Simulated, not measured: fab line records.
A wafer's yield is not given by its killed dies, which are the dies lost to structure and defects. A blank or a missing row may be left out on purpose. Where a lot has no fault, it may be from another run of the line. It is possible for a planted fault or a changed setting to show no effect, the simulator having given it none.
Comparing a struck lot with a sound one ; flow rit cmos ; 15 out of 202 route steps
Sound: wafers L738.1, L738.2, L738.5. The struck wafers were L731.2, L731.3, L731.5. Last of all comes the cause.
Per side, at each step with rows, come the tool, then ch with its chambers, and then its first start. Under that, the readings that differ: sound wafers ; struck wafers ; difference of the means ; sigmas: that difference in standard deviations of wafers without a fault.
alike: same words and numbers on both sides, and readings whose means sit less than 2 such deviations apart. not compared: any withheld reading, any reading some wafer has no value for, any bound like >300 that may hide the same value, and any number with overlapping values for which the record gives no deviation.
A row with sigmas, a row that says differs or no value, or rows on one side alone: a step with any of these is where the two part. Non-overlapping numbers with no deviation appear without sigmas and do not part them. Lack of a reading on every wafer of one side parts them only where that side has two or more wafers.

first, 4 steps without rows for these wafers: RIT_PSD_SOFTBAKE_02 (time 60 s); RIT_PSD_EXPOSE_03 (exposes mask M10, target cd 40900 nm); RIT_PSD_PEB_04; RIT_PSD_DEVELOP_05 (develop time 50 s).
RIT_PSD_OVL_MEAS_06:
  sound on overlay-02 at day 6 08:33; struck on overlay-01 at day 4 21:10
  alike: PSD_OVL
then, 2 steps without rows for these wafers: RIT_PSD_HARDBAKE_07 (time 60 s); RIT_PSD_IMPLANT_08.
RIT_PSD_STRIP_09: strips in O2, time 180 s.
  sound on plasma asher-03 ch 0,1, day 6 08:53; struck on plasma asher-03 ch 0,1, day 4 21:30
  alike: drypump motor current A
  not compared: rf hours counter h
RIT_PSD_TW_MEAS_10:
  sound on film metro-01 at day 6 09:04; struck on film metro-01 at day 4 21:41
  alike: PSD_TW
then, 3 steps without rows for these wafers: RIT_SDANNEAL_CLEAN_00 (cleans in SC1, time 600 s); RIT_SDANNEAL_CLEAN_01 (cleans in dHF, time 30 s); RIT_SDANNEAL_CLEAN_02 (cleans in SC2, time 600 s).
RIT_SDANNEAL_RTA_03: time 5 s.
  sound on rtp anneal-02 ch 0, day 6 09:29; struck on rtp anneal-01 ch 0, day 4 22:08
  alike: chamber o2 ppm, ramp up c per s, wafer_temp_C_max
RIT_SDANNEAL_RS_MEAS_04: measures by four-point-probe.
  sound on film metro-02 at day 6 09:33; struck on film metro-01 at day 4 22:43
reading;sound;struck;difference;sigmas
PSD_RS (ohm/sq);116.4 116.1 116.3;97.6 97.6 97.8;-18.6;-62
  not compared: hold
then, 1 step without rows for these wafers: RIT_M1_PROBE_99.

== WHERE THEY PART ==
RIT_SDANNEAL_RS_MEAS_04 only, going by this record.

WHY: what had been put in by the simulator
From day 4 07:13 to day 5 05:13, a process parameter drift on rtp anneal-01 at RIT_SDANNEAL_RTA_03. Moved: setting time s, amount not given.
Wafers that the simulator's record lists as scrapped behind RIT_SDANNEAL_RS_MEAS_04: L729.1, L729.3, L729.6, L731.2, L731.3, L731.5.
